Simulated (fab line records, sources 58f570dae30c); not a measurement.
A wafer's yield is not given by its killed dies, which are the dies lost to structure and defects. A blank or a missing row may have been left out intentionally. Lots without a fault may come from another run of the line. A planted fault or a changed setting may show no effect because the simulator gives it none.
Which tool was responsible? + flow berkeley cmos170 + 7 lots, 21 wafers sampled, at 3 steps of a route of 331

## WHAT THE GAUGES SHOWED, per wafer
UCB170_PSD_TW_MEAS_10.
| lot  | measured     | on            | PSD_TW         |
|------|--------------|---------------|----------------|
| L243 | day 7 08:46  | film metro-02 | 2331 2343 2334 |
| L246 | day 7 22:23  | film metro-03 | 2322 2334 2328 |
| L247 | day 8 07:38  | film metro-02 | 2345 2336 2342 |
| L252 | day 9 06:19  | film metro-02 | 2353 2351 2369 |
| L255 | day 9 19:06  | film metro-03 | 2228 2230 2234 |
| L259 | day 10 09:07 | film metro-03 | 2320 2326 2312 |
| L260 | day 10 08:49 | film metro-04 | 2374 2365 2362 |

## EACH LOT AND THE TOOL THAT RAN IT (in order: tool; ch and the chambers of the sampled wafers; start)
| lot  | UCB170_PSD_IMPLANT_08           | UCB170_PSD_STRIP_09                  |
|------|---------------------------------|--------------------------------------|
| L243 | implanter-02 ch 0, day 7 08:34  | plasma asher-04 ch 0,1, day 7 08:40  |
| L246 | implanter-03 ch 0, day 7 22:08  | plasma asher-01 ch 0,1, day 7 22:17  |
| L247 | implanter-03 ch 0, day 8 07:23  | plasma asher-02 ch 0,1, day 8 07:32  |
| L252 | implanter-03 ch 0, day 9 06:04  | plasma asher-01 ch 0,1, day 9 06:13  |
| L255 | implanter-04 ch 0, day 9 18:51  | plasma asher-01 ch 0,1, day 9 19:00  |
| L259 | implanter-03 ch 0, day 10 08:52 | plasma asher-02 ch 0,1, day 10 09:01 |
| L260 | implanter-03 ch 0, day 10 08:35 | plasma asher-02 ch 0, day 10 08:43   |
- UCB170_PSD_IMPLANT_08
- UCB170_PSD_STRIP_09: strips in O2.

## THE ANSWER, worked out from the rows above alone
Rule: usual is defined by the lots themselves. Put in order of their means at a reading, lots are off if they are a third of the lots or fewer, leave a main group of 4 or more, and stand apart from it by a gap of 3 or more times the standard deviation of the main group's means; of several such gaps the widest counts. If all means in a main group match to the digits the tables above print for the reading, that group is not used. A lot without any number at a reading at which 4 lots or more have one is off too. All remaining lots with rows at the step are treated as sound.
Off: L255, at UCB170_PSD_TW_MEAS_10 (PSD_TW). Mean 2342 and standard deviation 16 in the main group.
If a tool, at a process step before that reading, ran all the lots that are off and no sound lot after the first of them, it fits. The gauges at UCB170_PSD_TW_MEAS_10 are tried like those tools. This does not decide it: 2 tools fit, namely implanter-04 at UCB170_PSD_IMPLANT_08 and plasma asher-01 at UCB170_PSD_STRIP_09.

## WHAT WAS PUT IN BY THE SIMULATOR
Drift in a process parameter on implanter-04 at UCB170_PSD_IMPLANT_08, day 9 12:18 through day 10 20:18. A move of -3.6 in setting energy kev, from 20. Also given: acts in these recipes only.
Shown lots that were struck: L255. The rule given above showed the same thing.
